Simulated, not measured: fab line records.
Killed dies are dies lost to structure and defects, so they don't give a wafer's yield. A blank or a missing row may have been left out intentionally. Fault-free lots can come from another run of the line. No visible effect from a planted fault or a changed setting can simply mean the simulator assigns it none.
Which of the tools did it? / flow rit_cmos / Sampling: 7 lots, 21 wafers, 2 of 202 route steps

== WHAT THE GAUGES READ, wafer by wafer ==
RIT_CONTACT_THK_MEAS_01.
lot=L815; measured=day 3 08:59; on=film_metro-03; CONTACT_TEOS_THK (nm)=403 401 400
lot=L821; measured=day 4 14:41; on=film_metro-01; CONTACT_TEOS_THK (nm)=400 393 399
lot=L823; measured=day 5 00:47; on=film_metro-04; CONTACT_TEOS_THK (nm)=398 440 400
lot=L826; measured=day 5 13:49; on=film_metro-03; CONTACT_TEOS_THK (nm)=399 443 403
lot=L831; measured=day 6 16:03; on=film_metro-01; CONTACT_TEOS_THK (nm)=385 389 389
lot=L834; measured=day 7 06:17; on=film_metro-04; CONTACT_TEOS_THK (nm)=388 397 399
lot=L837; measured=day 7 23:58; on=film_metro-01; CONTACT_TEOS_THK (nm)=391 398 397

== WHICH TOOL RAN EACH LOT (tool, then ch and the chambers of the sampled wafers, then the start) ==
lot=L815; RIT_CONTACT_CVD_00=pecvd-02 ch 0,2, day 3 08:55
lot=L821; RIT_CONTACT_CVD_00=pecvd-04 ch 0,1,2, day 4 14:38
lot=L823; RIT_CONTACT_CVD_00=pecvd-03 ch 0,1, day 5 00:44
lot=L826; RIT_CONTACT_CVD_00=pecvd-03 ch 0,1,2, day 5 13:45
lot=L831; RIT_CONTACT_CVD_00=pecvd-02 ch 0,1, day 6 16:00
lot=L834; RIT_CONTACT_CVD_00=pecvd-02 ch 1,2, day 7 06:14
lot=L837; RIT_CONTACT_CVD_00=pecvd-02 ch 0,1,2, day 7 23:55
- RIT_CONTACT_CVD_00: deposits SiO2 from TEOS, target thk 400 nm, time 61 s.

== THE ANSWER, worked out from the rows above alone ==
Rule: the usual values come from the lots themselves. Put in order of their means at a reading, lots are off if they are a third of the lots or fewer, leave a main group of 4 or more, and stand apart from it by a gap of 3 or more times the standard deviation of the main group's means; of several such gaps the widest counts. Not used: any main group whose means are identical at the precision the tables above print for the reading. A lot without any number at a reading at which 4 lots or more have one is off too. All remaining lots with rows at the step are treated as sound.
Nothing can be told from this: no lot is off at any reading shown.

== WHAT THE SIMULATOR HAD INSERTED ==
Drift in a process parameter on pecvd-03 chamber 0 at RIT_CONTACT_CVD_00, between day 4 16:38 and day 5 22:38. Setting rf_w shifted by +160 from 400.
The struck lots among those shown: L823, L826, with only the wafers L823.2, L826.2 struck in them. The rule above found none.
